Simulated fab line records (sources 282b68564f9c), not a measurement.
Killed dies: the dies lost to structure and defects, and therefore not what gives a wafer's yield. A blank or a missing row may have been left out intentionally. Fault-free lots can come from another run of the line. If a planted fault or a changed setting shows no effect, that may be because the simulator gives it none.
One fault through the eyes of 2 desks ; flow ritCmos ; only its own numbers are on each desk; what lay behind them is given at the end

METROLOGY DESK
What the gauges read, lot by lot, whatever tool the lot ran on: means of the sampled wafers that have a number. Marked OUT: a lot whose mean sits more than 4 standard deviations from the usual mean, which makes it out of limits; the brackets give that distance.
Columns: A = ACTIVE_OXIDE_THK at RIT_ACTIVE_THK_MEAS_02, usual 46.8 nm; B = ACTIVE_NITRIDE_THK at RIT_ACTIVE_THK_MEAS_04, usual 149.5 nm; C = NRETRO_OVL at RIT_NRETRO_OVL_MEAS_06, usual -0.7 nm
lot;first seen here;A;B;C
L298;day 1 17:04;46.5;152.3;-1.8
L300;day 2 03:03;46.9;149.8;0.7
L301;day 2 08:03;46.5;150.1;-1.1
L302;day 2 15:22;47.0;149.5;-0.7
L304;day 2 23:04;46.8;148.5;0.4
L306;day 3 09:03;46.4;149.1;-0.1
L307;day 3 14:47;45.3;151.9;-0.7
L309;day 4 02:41;45.7;150.5;0.1
L310;day 4 05:04;45.9;149.7;-1.1
L315;day 5 06:04;47.3;120.8 (-22) OUT;-1.7
L316;day 5 11:08;47.8;120.2 (-23) OUT;-1.6
L318;day 5 21:04;47.0;150.3;0.8
L319;day 6 02:03;47.3;150.6;-2.8
L320;day 6 07:03;47.3;150.3;-1.2
This desk's result: L315, L316 out of limits, first on L315 (ACTIVE_NITRIDE_THK at RIT_ACTIVE_THK_MEAS_04), day 5 07:32. L298, L300, L301, L302, L304, L306, L307, L309, L310, L318, L319, L320: within limits.

AT THE TOOL OWNER'S DESK: lpcvd-02
The tool's own readings at RIT_ACTIVE_CVD_03 (deposits Si3N4 from SiH2Cl2/NH3, target thk 150 nm, time 1500 s): means of the sampled wafers that have a number, for each lot that ran on this tool. Marked OUT: a lot whose mean sits more than 4 standard deviations from the usual mean, which makes it out of limits; the brackets give that distance.
Columns: A = pressureMtorr at RIT_ACTIVE_CVD_03, usual 299.9 mTorr; B = spikeTcSourceC at RIT_ACTIVE_CVD_03, usual 835 C
lot;first seen here;A;B
L298;day 1 17:07;300.1;833
L300;day 2 03:07;300.2;832
L301;day 2 08:07;299.5;839
L306;day 3 09:07;300.4;839
L309;day 4 02:44;299.9;834
L315;day 5 06:07;150.0 (-99 or more) OUT;839
L316;day 5 11:11;150.5 (-99 or more) OUT;839
L319;day 6 02:25;300.0;832
L320;day 6 07:07;299.7;833
This desk's finding: out of limits on L315, L316; first on L315, day 5 06:07 (pressureMtorr at RIT_ACTIVE_CVD_03). L298, L300, L301, L306, L309, L319, L320: within limits.

PUT TOGETHER
At day 5 06:07, on L315, L316, the tool owner's desk was in a position to raise an alarm.
At day 5 07:32 the metrology desk could have sounded an alarm, on L315, L316.
Of the lots named, all ran RIT_ACTIVE_CVD_03 on lpcvd-02.

WHAT THE SIMULATOR HAD INSERTED
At RIT_ACTIVE_CVD_03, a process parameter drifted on lpcvd-02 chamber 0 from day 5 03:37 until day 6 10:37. The setting pressureMtorr was moved by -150, starting from 300. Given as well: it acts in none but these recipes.
Shown lots that were struck: L315, L316.
Counting hours from when the fault started, the first reading out of limits came at 2 for the tool owner's desk and at 4 for the metrology desk.
